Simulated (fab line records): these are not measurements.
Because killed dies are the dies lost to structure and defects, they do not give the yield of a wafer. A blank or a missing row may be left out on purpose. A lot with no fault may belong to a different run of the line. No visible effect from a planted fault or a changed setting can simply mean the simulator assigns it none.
fab line records	flow rit-cmos
record lots=15	wafers=45	last-day=7
route steps=202 shown GATE@83 PSD@150 CONTACT@176 M1@202
lots that met no fault: taken from a fault-free run of the same line
start-h: hours from the record's opening day to when the first of the lot's shown wafers began	wait-h: time in hours since the lot's previous step	" identical to the entry in the row above	L1.1+2: several wafers, shown together as one row	- no value, or no start given	* or withheld: withheld	< > ~ a bound
route shown NAME@n: NAME is a module with steps in the file, n the number in the route of the first one	usual: average and standard deviation across the fault-free wafers	same: alike in all rows	chamber/n: place in a boat	sites: readings site by site	_std_site: the standard deviation of these	_edge_site: inner sites' mean taken away from outer sites' mean	radius-mm: for every site, how far away it sits from the centre of the wafer	mask NAME#n: copy n	behind: tool/chamber where the wafer was last shaped	hold: cause of the lot's hold/its duration in hours/its outcome	device: the n, p or np transistor that did not switch	end of line: the route-end tests of the same wafers	for a step that has no rows: nothing shown but its recipe	killed: not the wafer's yield, but the dies lost to structure and defects at the first sort	map: shows each die of a wafer: x if killed, . if not, _ if none is there
set.NAME: the run value of the setting; set.NAME@STEP: its run value at that earlier step	model.NAME: the simulator's own value behind a step, which no gauge read
steps of the route over a sample of lots; a table a step, a row a wafer
services: the hour from which a tool's chamber was out of use, counted from the record's first day as start-h (under 0 if before that day), plus the number of hours and why
## steps
# step RIT_GATE_THK_MEAS_07
# recipe reads=SiO2_of_GATE_OXIDATION_05
# usual GATE_OXIDE_THK=3.01/0.069
lot.wafer	tool	chamber	start-h	wait-h	GATE_OXIDE_THK[nm]
L782.1	film-metro-01	-	34.80	0.0	3.03
L782.4	"	-	"	"	3.07
L782.5	"	-	"	"	3.08
L783.2	film-metro-01	-	41.56	0.0	3.14
L783.3	"	-	"	"	3.11
L783.6	"	-	"	"	3.11
L784.1	film-metro-02	-	45.14	0.0	2.93
L784.2	"	-	"	"	2.97
L784.3	"	-	"	"	2.89
L787.3	film-metro-02	-	58.47	0.0	2.92
L787.5	"	-	"	"	3.04
L787.6	"	-	"	"	3.07
L790.1	film-metro-03	-	79.66	0.0	2.91
L790.4	"	-	"	"	2.99
L790.5	"	-	"	"	2.99
L791.1	film-metro-02	-	82.26	0.0	2.98
L791.3	"	-	"	"	2.91
L791.4	"	-	"	"	2.89
L792.1	film-metro-02	-	84.87	0.0	3.05
L792.3	"	-	"	"	2.96
L792.5	"	-	"	"	3.00
L793.1	film-metro-03	-	96.89	0.0	2.88
L793.5	"	-	"	"	2.93
L793.6	"	-	"	"	2.91
L794.1	film-metro-02	-	98.64	0.0	3.01
L794.3	"	-	"	"	2.98
L794.4	"	-	"	"	2.92
L795.2	film-metro-03	-	99.46	0.0	3.03
L795.4	"	-	"	"	2.94
L795.5	"	-	"	"	2.96
L797.1	film-metro-01	-	111.29	0.0	3.10
L797.3	"	-	"	"	3.03
L797.6	"	-	"	"	3.08
L799.2	film-metro-02	-	124.24	0.0	2.96
L799.3	"	-	"	"	2.96
L799.4	"	-	"	"	3.00
L803.1	film-metro-01	-	139.52	0.0	3.03
L803.3	"	-	"	"	3.11
L803.5	"	-	"	"	3.03
L804.1	film-metro-01	-	144.59	0.0	2.99
L804.4	"	-	"	"	3.02
L804.5	"	-	"	"	3.06
L805.1	film-metro-03	-	148.37	0.0	3.00
L805.2	"	-	"	"	2.98
L805.6	"	-	"	"	2.95
# step RIT_GATE_OVL_MEAS_17
# usual GATE_OVL=-0.4/1.4
lot.wafer	tool	chamber	start-h	wait-h	GATE_OVL[nm]
L782.1	overlay-01	-	37.63	0.1	2.8
L782.4	"	-	"	"	0.1
L782.5	"	-	"	"	2.0
L783.2	overlay-02	-	44.38	0.1	-0.1
L783.3	"	-	"	"	0.2
L783.6	"	-	"	"	-0.5
L784.1	overlay-02	-	47.97	0.1	0.1
L784.2	"	-	"	"	2.5
L784.3	"	-	"	"	0.4
L787.3	overlay-01	-	61.30	0.1	-0.1
L787.5	"	-	"	"	-3.0
L787.6	"	-	"	"	-1.3
L790.1	overlay-01	-	82.41	0.1	-2.1
L790.4	"	-	"	"	-2.7
L790.5	"	-	"	"	-1.5
L791.1	overlay-01	-	84.97	0.1	0.7
L791.3	"	-	"	"	-0.4
L791.4	"	-	"	"	-1.2
L792.1	overlay-02	-	88.50	0.1	0.0
L792.3	"	-	"	"	0.4
L792.5	"	-	"	"	-0.5
L793.1	overlay-01	-	99.85	0.1	-0.6
L793.5	"	-	"	"	-1.1
L793.6	"	-	"	"	-0.2
L794.1	overlay-02	-	101.34	0.1	-0.6
L794.3	"	-	"	"	-2.0
L794.4	"	-	"	"	-1.0
L795.2	overlay-01	-	102.33	0.1	2.1
L795.4	"	-	"	"	1.9
L795.5	"	-	"	"	1.3
L797.1	overlay-02	-	113.99	0.1	0.4
L797.3	"	-	"	"	0.2
L797.6	"	-	"	"	-0.6
L799.2	overlay-02	-	126.94	0.1	0.6
L799.3	"	-	"	"	0.1
L799.4	"	-	"	"	1.6
L803.1	overlay-01	-	142.35	0.1	0.2
L803.3	"	-	"	"	-2.1
L803.5	"	-	"	"	-1.9
L804.1	overlay-01	-	147.42	0.1	-1.2
L804.4	"	-	"	"	-1.6
L804.5	"	-	"	"	-2.0
L805.1	overlay-02	-	151.20	0.1	1.2
L805.2	"	-	"	"	0.7
L805.6	"	-	"	"	0.8
# step RIT_PSD_IMPLANT_08
# recipe species=BF2	energy-kev=27	dose-cm2=5e+15	tilt-deg=7
# usual beam-energy-keV=27.000/0.0092	dose-ions-cm2=5.001e+15/5.6e+12
lot.wafer	tool	chamber	start-h	wait-h	beam-energy-keV	dose-ions-cm2
L782.1	implanter-02	0	49.37	0.1	27.000	5.003e+15
L782.4	"	0	"	"	26.998	5.003e+15
L782.5	"	0	"	"	26.985	5.006e+15
L783.2	implanter-03	0	55.90	0.1	27.006	4.989e+15
L783.3	"	0	"	"	27.000	5.001e+15
L783.6	"	0	"	"	27.003	4.998e+15
L784.1	implanter-02	0	60.55	0.1	26.996	5.01e+15
L784.2	"	0	"	"	26.998	5.004e+15
L784.3	"	0	"	"	26.984	5.012e+15
L787.3	implanter-02	0	73.10	0.1	27.007	5.004e+15
L787.5	"	0	"	"	27.014	4.998e+15
L787.6	"	0	"	"	27.010	5.001e+15
L790.1	implanter-02	0	94.05	0.1	27.011	5.003e+15
L790.4	"	0	"	"	27.011	4.996e+15
L790.5	"	0	"	"	26.997	4.999e+15
L791.1	implanter-02	0	96.56	0.1	18.900	4.995e+15
L791.3	"	0	"	"	18.885	5.002e+15
L791.4	"	0	"	"	18.875	5.001e+15
L792.1	implanter-02	0	101.22	0.1	18.891	5e+15
L792.3	"	0	"	"	18.904	5.005e+15
L792.5	"	0	"	"	18.904	5.004e+15
L793.1	implanter-02	0	113.94	0.1	18.901	5.007e+15
L793.5	"	0	"	"	18.902	4.997e+15
L793.6	"	0	"	"	18.893	5.001e+15
L794.1	implanter-04	0	116.58	0.1	26.996	4.995e+15
L794.3	"	0	"	"	27.008	5e+15
L794.4	"	0	"	"	26.991	4.989e+15
L795.2	implanter-03	0	117.84	0.1	26.998	5.003e+15
L795.4	"	0	"	"	26.998	5.012e+15
L795.5	"	0	"	"	27.014	5.012e+15
L797.1	implanter-03	0	125.95	0.1	26.980	4.99e+15
L797.3	"	0	"	"	26.991	4.989e+15
L797.6	"	0	"	"	26.984	4.996e+15
L799.2	implanter-04	0	138.84	0.1	26.993	4.99e+15
L799.3	"	0	"	"	26.993	4.998e+15
L799.4	"	0	"	"	27.007	5.001e+15
L803.1	implanter-04	0	154.25	0.1	26.998	5.005e+15
L803.3	"	0	"	"	27.005	5.01e+15
L803.5	"	0	"	"	27.014	5.005e+15
L804.1	implanter-04	0	159.35	0.1	27.010	4.99e+15
L804.4	"	0	"	"	27.018	4.99e+15
L804.5	"	0	"	"	27.000	5.001e+15
L805.1	implanter-04	0	163.66	0.1	27.000	4.997e+15
L805.2	"	0	"	"	26.998	4.993e+15
L805.6	"	0	"	"	27.000	4.999e+15
# step RIT_PSD_TW_MEAS_10
# usual PSD_TW=3413/34
lot.wafer	tool	chamber	start-h	wait-h	PSD_TW
L782.1	film-metro-01	-	49.69	0.1	3422
L782.4	"	-	"	"	3424
L782.5	"	-	"	"	3422
L783.2	film-metro-04	-	56.21	0.1	3396
L783.3	"	-	"	"	3415
L783.6	"	-	"	"	3403
L784.1	film-metro-01	-	60.87	0.1	3431
L784.2	"	-	"	"	3440
L784.3	"	-	"	"	3443
L787.3	film-metro-01	-	73.40	0.1	3427
L787.5	"	-	"	"	3435
L787.6	"	-	"	"	3421
L790.1	film-metro-03	-	94.38	0.1	3393
L790.4	"	-	"	"	3377
L790.5	"	-	"	"	3390
L791.1	film-metro-04	-	96.89	0.1	3120
L791.3	"	-	"	"	3136
L791.4	"	-	"	"	3125
L792.1	film-metro-04	-	101.55	0.1	3142
L792.3	"	-	"	"	3130
L792.5	"	-	"	"	3127
L793.1	film-metro-01	-	114.27	0.1	3150
L793.5	"	-	"	"	3132
L793.6	"	-	"	"	3115
L794.1	film-metro-03	-	116.90	0.1	3354
L794.3	"	-	"	"	3360
L794.4	"	-	"	"	3374
L795.2	film-metro-03	-	118.15	0.1	3358
L795.4	"	-	"	"	3356
L795.5	"	-	"	"	3373
L797.1	film-metro-01	-	126.27	0.1	3464
L797.3	"	-	"	"	3455
L797.6	"	-	"	"	3469
L799.2	film-metro-03	-	139.15	0.1	3366
L799.3	"	-	"	"	3367
L799.4	"	-	"	"	3383
L803.1	film-metro-01	-	154.57	0.1	3434
L803.3	"	-	"	"	3446
L803.5	"	-	"	"	3443
L804.1	film-metro-03	-	159.67	0.1	3388
L804.4	"	-	"	"	3390
L804.5	"	-	"	"	3385
L805.1	film-metro-03	-	163.98	0.1	3345
L805.2	"	-	"	"	3383
L805.6	"	-	"	"	3374
# step RIT_SDANNEAL_RS_MEAS_04
# recipe thk-meas-gauge=four-point-probe
# usual PSD_RS=115.9/0.33
lot.wafer	tool	chamber	start-h	wait-h	PSD_RS[ohm/sq]
L782.1	film-metro-04	-	50.20	0.0	116.5
L782.4	"	-	"	"	115.9
L782.5	"	-	"	"	116.2
L783.2	film-metro-03	-	56.72	0.1	116.0
L783.3	"	-	"	"	115.9
L783.6	"	-	"	"	115.9
L784.1	film-metro-04	-	61.39	0.0	115.6
L784.2	"	-	"	"	116.0
L784.3	"	-	"	"	116.0
L787.3	film-metro-03	-	74.08	0.1	116.1
L787.5	"	-	"	"	115.9
L787.6	"	-	"	"	116.3
L790.1	film-metro-01	-	94.86	0.0	115.2
L790.4	"	-	"	"	115.3
L790.5	"	-	"	"	115.5
L791.1	film-metro-03	-	97.37	0.0	138.2
L791.3	"	-	"	"	138.2
L791.4	"	-	"	"	138.0
L792.1	film-metro-03	-	102.03	0.0	137.7
L792.3	"	-	"	"	137.9
L792.5	"	-	"	"	138.4
L793.1	film-metro-03	-	114.75	0.0	138.2
L793.5	"	-	"	"	138.7
L793.6	"	-	"	"	138.6
L794.1	film-metro-03	-	117.39	0.0	116.4
L794.3	"	-	"	"	116.3
L794.4	"	-	"	"	116.3
L795.2	film-metro-03	-	118.64	0.1	115.7
L795.4	"	-	"	"	116.1
L795.5	"	-	"	"	115.9
L797.1	film-metro-04	-	126.79	0.0	115.9
L797.3	"	-	"	"	115.7
L797.6	"	-	"	"	115.7
L799.2	film-metro-04	-	139.64	0.1	115.5
L799.3	"	-	"	"	115.8
L799.4	"	-	"	"	115.4
L803.1	film-metro-03	-	155.06	0.0	115.7
L803.3	"	-	"	"	115.9
L803.5	"	-	"	"	115.9
L804.1	film-metro-01	-	160.16	0.0	115.5
L804.4	"	-	"	"	116.0
L804.5	"	-	"	"	115.9
L805.1	film-metro-01	-	164.47	0.0	115.7
L805.2	"	-	"	"	115.4
L805.6	"	-	"	"	115.6
# step RIT_CONTACT_CD_MEAS_08
# recipe target-cd-nm=1000
# usual cd-nm=1000.6/2.6
lot.wafer	tool	chamber	start-h	wait-h	cd-nm
L782.1	cd-sem-01	-	52.27	-	1001.4
L782.4	"	-	"	"	1000.9
L782.5	"	-	"	"	1003.6
L783.2	cd-sem-01	-	58.92	-	999.7
L783.3	"	-	"	"	998.2
L783.6	"	-	"	"	1000.8
L784.1	cd-sem-02	-	63.46	-	1002.6
L784.2	"	-	"	"	1001.5
L784.3	"	-	"	"	1000.0
L787.3	cd-sem-01	-	76.37	-	999.0
L787.5	"	-	"	"	998.7
L787.6	"	-	"	"	999.1
L790.1	cd-sem-02	-	96.96	-	997.0
L790.4	"	-	"	"	996.5
L790.5	"	-	"	"	998.1
L791.1	cd-sem-02	-	99.45	-	1001.6
L791.3	"	-	"	"	1002.4
L791.4	"	-	"	"	1002.2
L792.1	cd-sem-02	-	104.23	-	998.2
L792.3	"	-	"	"	999.0
L792.5	"	-	"	"	1000.4
L793.1	cd-sem-02	-	116.95	-	1003.1
L793.5	"	-	"	"	1002.1
L793.6	"	-	"	"	1003.5
L794.1	cd-sem-02	-	119.95	-	1000.7
L794.3	"	-	"	"	1002.7
L794.4	"	-	"	"	1002.1
L795.2	cd-sem-02	-	120.99	-	1001.8
L795.4	"	-	"	"	1001.8
L795.5	"	-	"	"	997.9
L797.1	cd-sem-02	-	129.02	-	1006.1
L797.3	"	-	"	"	1004.6
L797.6	"	-	"	"	1005.9
L799.2	cd-sem-02	-	141.99	-	997.5
L799.3	"	-	"	"	995.3
L799.4	"	-	"	"	996.3
L803.1	cd-sem-02	-	157.28	-	1000.5
L803.3	"	-	"	"	997.1
L803.5	"	-	"	"	1001.2
L804.1	cd-sem-01	-	162.24	-	1000.6
L804.4	"	-	"	"	1002.0
L804.5	"	-	"	"	1000.3
L805.1	cd-sem-01	-	166.59	-	1001.8
L805.2	"	-	"	"	1001.4
L805.6	"	-	"	"	998.9
# step RIT_M1_PROBE_99
# usual killed-at-contacts=0.1/0.29	killed-at-front-end=7/3	killed-dies=7/3	killed-open=3.2/2	killed-short=3.5/2.1
# same gross-dies=264	killed_at_M0_to_M3=0	killed_at_M4_up=0	killed-at-back-side=0	killed-at-other=0
lot.wafer	tool	chamber	start-h	wait-h	killed-at-contacts	killed-at-front-end	killed-dies	killed-open	killed-short
L793.1	prober-01	-	122.62	0.1	0	11	11	5	6
L793.5	prober-01	-	122.82	0.2	0	9	9	6	3
L793.6	prober-01	-	122.87	0.2	0	2	2	1	1
L794.1	prober-02	-	125.34	0.1	0	4	4	1	3
L794.3	prober-02	-	125.44	0.2	0	6	6	2	4
L794.4	prober-02	-	125.49	0.2	0	11	11	6	5
L795.2	prober-01	-	126.18	0.1	0	7	7	2	5
L795.4	prober-01	-	126.28	0.2	0	4	4	2	2
L795.5	prober-01	-	126.33	0.2	0	10	10	6	4
L797.1	prober-01	-	134.95	0.1	0	4	4	1	3
L797.3	prober-01	-	135.05	0.2	0	3	3	1	2
L797.6	prober-01	-	135.20	0.2	0	2	2	1	1
L799.2	prober-01	-	147.45	0.1	0	4	4	3	1
L799.3	prober-01	-	147.50	0.2	0	7	7	5	2
L799.4	prober-01	-	147.55	0.2	0	12	12	7	5
L803.1	prober-01	-	164.31	0.1	0	7	7	6	1
L803.3	prober-01	-	164.41	0.2	0	6	6	1	5
L803.5	prober-01	-	164.51	0.2	0	6	6	4	2
L804.1	prober-02	-	167.41	0.1	0	3	3	3	0
L804.4	prober-02	-	167.56	0.2	0	2	2	2	0
L804.5	prober-02	-	167.61	0.2	0	2	2	2	0
L805.1	prober-01	-	173.31	0.1	0	7	7	4	3
L805.2	prober-01	-	173.36	0.1	1	5	6	5	1
L805.6	prober-01	-	173.56	0.2	0	7	7	3	4
# killed by level:class
L793.1 GATE:geometric-particle:short=3 FOX1:geometric-particle:short=2 GATE:geometric-particle:open=2 REOX:geometric-particle:open=1 REOX:geometric-particle:short=1 SPACER:geometric-particle:open=1 SILICIDE:geometric-particle:open=1
L793.5 GATE:geometric-particle:short=2 GATE:geometric-particle:open=2 FOX1:geometric-particle:open=1 FOX1:geometric-particle:short=1 FOX2:geometric-particle:open=1 REOX:geometric-particle:open=1 SILICIDE:geometric-particle:open=1
L793.6 GATE:geometric-particle:open=1 REOX:geometric-particle:short=1
L794.1 GATE:geometric-particle:short=2 REOX:geometric-particle:short=1 SPACER:geometric-particle:open=1
L794.3 GATE:geometric-particle:short=3 GATE:geometric-particle:open=1 REOX:geometric-particle:open=1 SPACER:geometric-particle:short=1
L794.4 GATE:geometric-particle:open=3 SILICIDE:geometric-particle:open=3 GATE:geometric-particle:short=2 FOX1:geometric-particle:short=1 SPACER:geometric-particle:short=1 SILICIDE:geometric-particle:short=1
L795.2 GATE:geometric-particle:short=3 FOX2:geometric-particle:open=1 REOX:geometric-particle:short=1 SILICIDE:geometric-particle:short=1 SILICIDE:geometric-particle:open=1
L795.4 SPACER:geometric-particle:short=2 FOX1:geometric-particle:open=1 REOX:geometric-particle:open=1
L795.5 GATE:geometric-particle:short=3 GATE:geometric-particle:open=2 ACTIVE:geometric-particle:open=1 FOX2:geometric-particle:open=1 REOX:geometric-particle:open=1 SILICIDE:geometric-particle:short=1 SILICIDE:geometric-particle:open=1
L797.1 FOX1:geometric-particle:short=2 FOX1:geometric-particle:open=1 REOX:geometric-particle:short=1
L797.3 FOX1:geometric-particle:short=1 GATE:geometric-particle:open=1 REOX:geometric-particle:short=1
L797.6 GATE:geometric-particle:open=1 SILICIDE:geometric-particle:short=1
L799.2 FOX1:geometric-particle:short=1 FOX1:geometric-particle:open=1 SPACER:geometric-particle:open=1 SILICIDE:geometric-particle:open=1
L799.3 GATE:geometric-particle:open=3 FOX1:geometric-particle:open=1 FOX2:geometric-particle:short=1 SPACER:geometric-particle:short=1 SPACER:geometric-particle:open=1
L799.4 GATE:geometric-particle:open=3 FOX1:geometric-particle:short=2 FOX1:geometric-particle:open=2 GATE:geometric-particle:short=2 FOX2:geometric-particle:open=1 REOX:geometric-particle:short=1 REOX:geometric-particle:open=1
L803.1 GATE:geometric-particle:open=3 REOX:geometric-particle:open=2 FOX1:geometric-particle:open=1 GATE:geometric-particle:short=1
L803.3 GATE:geometric-particle:short=2 SILICIDE:geometric-particle:short=2 SPACER:geometric-particle:short=1 SILICIDE:geometric-particle:open=1
L803.5 SILICIDE:geometric-particle:open=3 GATE:geometric-particle:open=1 GATE:geometric-particle:short=1 SILICIDE:geometric-particle:short=1
L804.1 GATE:geometric-particle:open=3
L804.4 GATE:geometric-particle:open=1 REOX:geometric-particle:open=1
L804.5 FOX1:geometric-particle:open=1 GATE:geometric-particle:open=1
L805.1 GATE:geometric-particle:open=3 FOX1:geometric-particle:short=1 GATE:geometric-particle:short=1 SPACER:geometric-particle:open=1 SILICIDE:geometric-particle:short=1
L805.2 SPACER:geometric-particle:open=2 GATE:geometric-particle:open=1 GATE:geometric-particle:short=1 SILICIDE:geometric-particle:open=1 CONTACT:geometric-particle:open=1
L805.6 SPACER:geometric-particle:short=2 FOX1:geometric-particle:short=1 GATE:geometric-particle:open=1 REOX:geometric-particle:open=1 SILICIDE:geometric-particle:short=1 SILICIDE:geometric-particle:open=1
## services
tool	chamber	start-h	hours	kind
implanter-03	-	72.41	9.4	repair
implanter-04	-	103.32	1.2	repair
implanter-03	-	146.57	4.5	pm
implanter-03	-	159.89	0.7	repair
## key
first-sign step=RIT_PSD_IMPLANT_08	reading=beam-energy-keV	direction=down	sigmas=99+	usual=27.000	struck=18.895
effect step=RIT_PSD_TW_MEAS_10	reading=PSD_TW	direction=down	sigmas=8.3	usual=3413	struck=3131
effect step=RIT_SDANNEAL_RS_MEAS_04	reading=PSD_RS	direction=up	sigmas=67	usual=115.9	struck=138.2
met-at RIT_PSD_IMPLANT_08
struck-lots L791,L792,L793
tester-left-out L791,L792,L793
not-acting-at RIT_GATE_THK_MEAS_07,RIT_GATE_OVL_MEAS_17,RIT_CONTACT_CD_MEAS_08
onset-between 94.05 96.56
fault kind=process-parameter-drift	tool=implanter-02	chamber=-	onset-h=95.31	steps=RIT_PSD_IMPLANT_08	channel=energy-kev	offset=-8.1	shape=step	end-h=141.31	acts-in=these-recipes-only	stated=27
# tester-left-out: of these lots the tester's yield and bins aren't shown, on N5 and GAA mostly nor the transistor test; their killed dies are dies lost to structure and defects alone, not to doping, threshold or leakage, so they don't give the yield
